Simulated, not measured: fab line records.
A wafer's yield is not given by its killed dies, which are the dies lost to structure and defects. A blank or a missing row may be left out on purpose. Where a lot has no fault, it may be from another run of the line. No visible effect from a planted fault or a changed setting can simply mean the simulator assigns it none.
Struck lot and sound lot, side by side	flow rit_cmos	16 steps out of a route of 202
Sound: these wafers, L226.1, L226.3, L226.4. The struck wafers were L225.1, L225.3, L225.4. The cause is named last.
Order at every step that has rows: each side's tool, ch and its chambers, its first start. Under that, the readings that differ: sound wafers	struck wafers	difference of the means	sigmas: that difference in standard deviations of wafers without a fault.
alike: words and numbers the same on both sides, and readings whose means are apart by under 2 such deviations; not compared: readings that were withheld, readings missing a value for some wafer, numbers with overlapping values and no deviation given by the record, and bounds like >300 which may hide the same value.
The two part at a step that has a row with sigmas, a row that says differs or no value, or rows on one side only. Numbers that have no deviation but don't overlap get no sigmas and don't part them. A reading missing from all wafers of one side parts the sides only when that side holds two or more wafers.

first, 4 steps without rows for these wafers: RIT_ACTIVE_SOFTBAKE_07 (time 60 s); RIT_ACTIVE_EXPOSE_08 (exposes mask M1, target cd 1400 nm); RIT_ACTIVE_PEB_09; RIT_ACTIVE_DEVELOP_10 (develop time 50 s).
RIT_ACTIVE_CD_MEAS_11: target cd 1400 nm.
  struck on cd_sem-01, day 5 13:03; sound on cd_sem-01, day 5 17:08
  alike: cd_nm
then, 1 step without rows for these wafers: RIT_ACTIVE_HARDBAKE_12 (time 60 s).
RIT_ACTIVE_ETCH_13: etches Si3N4 in SF6, stops on SiO2, time 210 s, target depth 210 nm.
  sound on rie_diel-02 ch 0,1,2, day 5 17:24; struck on rie_diel-04 ch 0,2,3, day 5 13:19
  alike: drypump_motor_current_A, oes_product_au, throttle_valve_pct
  not compared: rf_hours_counter_h
RIT_ACTIVE_STRIP_14: strips in O2, time 180 s.
  sound on plasma_asher-04 ch 0,1, day 5 17:32; struck on plasma_asher-04 ch 0,1, day 5 13:27
  alike: drypump_motor_current_A
  not compared: rf_hours_counter_h
RIT_ACTIVE_CD_MEAS_90: target cd 1400 nm.
  struck on cd_sem-02, day 5 13:38; sound on cd_sem-02, day 5 17:43
  alike: cd_nm
then, 3 steps without rows for these wafers: RIT_ACTIVE_CLEAN_15 (cleans in SC1, time 600 s); RIT_ACTIVE_CLEAN_16 (cleans in dHF, time 30 s); RIT_ACTIVE_CLEAN_17 (cleans in SC2, time 600 s).
RIT_FOX1_OXIDATION_00: target thk 350.7 nm, ox time 1130 s.
  sound on furnace-03 ch 0, day 5 19:46; struck on furnace-04 ch 0, day 5 14:59
reading	sound	struck	difference	sigmas
model.SiO2_of_FOX1_OXIDATION_00.thk_nm (nm)	351.4 342.7 346.6	447.8 447.1 438.3	+97.5	
  alike: spike_tc_centre_C, spike_tc_source_C
RIT_FOX1_THK_MEAS_01:
  struck on film_metro-02, day 5 16:18; sound on film_metro-02, day 5 21:05
reading	sound	struck	difference	sigmas
FOX1_OXIDE_THK (nm)	351 343 347	447 447 438	+97	+13
then, 1 step without rows for these wafers: RIT_FOX1_WET_ETCH_02 (etches SiO2 in BOE, target depth 350 nm, time 390 s).
-- the record jumps here: 2 days lie between the struck wafers' starts before and after (it left off in module FOX1 and takes up again in module M1, whose first step shown is number 202 of the route) --
RIT_M1_PROBE_99:
  record: rows for the struck wafers here (prober-01, day 7 19:44), none for the sound ones

== WHERE THEY PART ==
First at RIT_FOX1_THK_MEAS_01; last, within this record, at RIT_M1_PROBE_99.

WHY: whatever the simulator had introduced
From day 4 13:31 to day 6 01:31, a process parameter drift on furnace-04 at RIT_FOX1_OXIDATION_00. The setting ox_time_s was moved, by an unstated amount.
